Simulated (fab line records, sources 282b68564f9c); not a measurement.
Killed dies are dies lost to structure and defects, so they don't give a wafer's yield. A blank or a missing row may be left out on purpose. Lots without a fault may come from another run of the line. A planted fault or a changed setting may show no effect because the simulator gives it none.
A struck lot beside a sound one | flow rit_cmos | 17 steps out of a route of 202
Sound: wafers L788.1, L788.3, L788.6. Struck: wafers L793.1, L793.2, L793.5. The cause comes at the end.
At each step with rows: each side's tool, then ch and its chambers, then its first start. Under that, the readings that differ: sound wafers | struck wafers | difference of the means | sigmas: that difference in standard deviations of wafers without a fault.
alike: readings whose means differ by less than 2 such deviations, and words and numbers that are the same on both sides. not compared: withheld readings, readings that some wafer has no value for, bounds like >300 that may hide the same value, and numbers for which the record gives no deviation and whose values overlap.
The two part at a step that has a row with sigmas, a row that says differs or no value, or rows on one side only. Numbers that don't overlap but have no deviation are shown without sigmas and don't part them. A reading that every wafer of one side lacks parts them only if that side has two wafers or more.

first, 1 step without rows for these wafers: RIT_PSD_IMPLANT_08.
RIT_PSD_STRIP_09: strips in O2, time 180 s.
  sound on plasma_asher-01 ch 0,1, day 3 00:43; struck on plasma_asher-01 ch 0,1, day 4 02:21
  alike: drypump_motor_current_A
  not compared: rf_hours_counter_h
RIT_PSD_TW_MEAS_10:
  sound on film_metro-03, day 3 00:53; struck on film_metro-01, day 4 02:32
  alike: PSD_TW
then, 3 steps without rows for these wafers: RIT_SDANNEAL_CLEAN_00 (cleans in SC1, time 600 s); RIT_SDANNEAL_CLEAN_01 (cleans in dHF, time 30 s); RIT_SDANNEAL_CLEAN_02 (cleans in SC2, time 600 s).
RIT_SDANNEAL_RTA_03: time 5 s.
  sound on rtp_anneal-02 ch 0, day 3 01:22; struck on rtp_anneal-01 ch 0, day 4 03:10
  alike: wafer_temp_C_max
RIT_SDANNEAL_RS_MEAS_04: measures by four-point-probe.
  sound on film_metro-02, day 3 01:26; struck on film_metro-01, day 4 03:13
  alike: PSD_RS
RIT_SDANNEAL_RS_MEAS_05: measures by four-point-probe.
  sound on film_metro-02, day 3 01:33; struck on film_metro-01, day 4 03:20
  alike: NSD_RS
RIT_SDANNEAL_RS_MEAS_06: measures by four-point-probe.
  sound on film_metro-02, day 3 01:40; struck on film_metro-01, day 4 03:28
  alike: PLDD_RS
RIT_SDANNEAL_RS_MEAS_07: measures by four-point-probe.
  sound on film_metro-02, day 3 01:47; struck on film_metro-01, day 4 03:35
  alike: NLDD_RS
then, 1 step without rows for these wafers: RIT_SILICIDE_WET_ETCH_00 (etches SiO2 in BOE, target depth 14 nm, time 15 s).
RIT_SILICIDE_SPUTTER_01: material Ti, target thk 30 nm, time 240 s.
  sound on pvd_sputter-01, day 3 01:55; struck on pvd_sputter-04, day 4 03:44
  alike: chamber_pressure_pa, throttle_valve_pct
RIT_SILICIDE_RS_MEAS_02: measures by four-point-probe.
  sound on film_metro-04, day 3 02:04; struck on film_metro-03, day 4 03:53
  reading                 | sound          | struck         | difference | sigmas
  SILICIDE_TI_RS (ohm/sq) | 48.0 48.0 47.6 | 82.0 86.2 82.5 | +35.7      | +48
RIT_SILICIDE_THK_MEAS_03: measures by xrf.
  sound on film_metro-04, day 3 02:11; struck on film_metro-03, day 4 04:00
  reading              | sound          | struck         | difference | sigmas
  SILICIDE_TI_THK (nm) | 29.9 29.9 30.1 | 22.9 22.3 22.9 | -7.3       | -21
RIT_SILICIDE_RTA_04: time 10 s, ramp up 5 s, ramp down 5 s.
  sound on rtp_anneal-01 ch 0, day 3 02:15; struck on rtp_anneal-02 ch 0, day 4 04:04
  alike: wafer_temp_C_max
RIT_M1_PROBE_99:
  sound on prober-02, day 3 09:02; struck on prober-01, day 4 11:26
  alike: killed_at_contacts, killed_at_front_end, killed_dies, killed_open, killed_short

WHERE THEY PART
First at RIT_SILICIDE_RS_MEAS_02; last, within this record, at RIT_SILICIDE_THK_MEAS_03. Later steps at which nothing parts them and some readings are alike: RIT_SILICIDE_RTA_04, RIT_M1_PROBE_99.

WHY: what the simulator had put in
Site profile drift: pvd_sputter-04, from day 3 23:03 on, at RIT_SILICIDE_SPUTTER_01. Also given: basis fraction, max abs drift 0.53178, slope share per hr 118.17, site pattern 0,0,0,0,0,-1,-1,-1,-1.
